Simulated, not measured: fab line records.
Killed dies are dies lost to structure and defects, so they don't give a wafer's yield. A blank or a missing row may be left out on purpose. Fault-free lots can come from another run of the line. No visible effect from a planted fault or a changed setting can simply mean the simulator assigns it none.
One fault through the eyes of 2 desks -- flow ritCmos -- only its own numbers are on each desk; what lay behind them is given at the end

== METROLOGY DESK ==
Lot by lot, what the gauges showed, no matter which tool ran the lot: averages of those sampled wafers that carry a number. Any lot whose mean is over 4 standard deviations away from the usual mean is out of limits and marked OUT; that distance is given in the brackets.
Columns: A = M1_AL_RS at RIT_M1_RS_MEAS_01, usual 0.0731 ohm/sq; B = M1_AL_THK at RIT_M1_THK_MEAS_02, usual 400 nm; C = cdNm at RIT_M1_CD_MEAS_09, usual 2600.0 nm
lot,first seen here,A,B,C
L136,day 3 13:16,0.0745,393,2595.4
L137,day 3 19:08,0.0739,399,2602.8
L138,day 3 22:26,0.0733,400,2600.5
L139,day 3 22:43,0.0726,404,2599.9
L145,day 5 10:13,0.0757,389,2601.0
L146,day 5 13:12,0.0728,401,2603.1
L147,day 5 19:10,0.0760,385,2595.8
L148,day 5 22:36,0.0727,405,2597.8
L150,day 6 08:28,0.0728,405,2599.5
L152,day 6 19:23,0.0739,398,2599.2
L156,day 7 15:25,0.0723,406,2595.7
L158,day 8 00:11,0.0735,397,2600.2
Finding of this desk: none of the 12 lots has anything out of limits.

== DESK OF THE TOOL OWNER: pvdSputter-03 ==
The tool's own readings at RIT_M1_SPUTTER_00 (material Al, target thk 400 nm, time 500 s): means of the sampled wafers that have a number, for each lot that ran on this tool. Any lot whose mean is over 4 standard deviations away from the usual mean is out of limits and marked OUT; that distance is given in the brackets.
Columns: A = cathodeDcPowerW at RIT_M1_SPUTTER_00, usual 1999.9 W; B = substrateTempC at RIT_M1_SPUTTER_00, usual 25.00 C; C = throttleValvePct at RIT_M1_SPUTTER_00, usual 30.1 %
lot,first seen here,A,B,C
L137,day 3 18:47,2000.3,24.87,30.3
L138,day 3 22:08,2000.1,24.97,30.3
L145,day 5 09:55,1910.8 (-99 or more) OUT,24.98,30.2
L147,day 5 18:52,1910.5 (-99 or more) OUT,25.00,30.1
This desk's finding: out of limits on L145, L147; first on L145, day 5 09:55 (cathodeDcPowerW at RIT_M1_SPUTTER_00). L137, L138: within limits.

== ALL TOGETHER ==
On L145, L147, at day 5 09:55, an alarm was possible from the tool owner's desk.
At the metrology desk, nothing out of limits was observed.
The metrology desk has L145, L147 on record, within its limits.
Of the lots named, all ran RIT_M1_SPUTTER_00 on pvdSputter-03.

== WHAT THE SIMULATOR HAD PUT IN ==
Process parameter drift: pvdSputter-03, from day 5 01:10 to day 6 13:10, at RIT_M1_SPUTTER_00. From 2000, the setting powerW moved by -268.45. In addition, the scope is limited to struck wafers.
Struck lots among those shown: L145, L147.
Delay in hours, fault start to first out-of-limits reading, by desk: the tool owner's desk at 9.
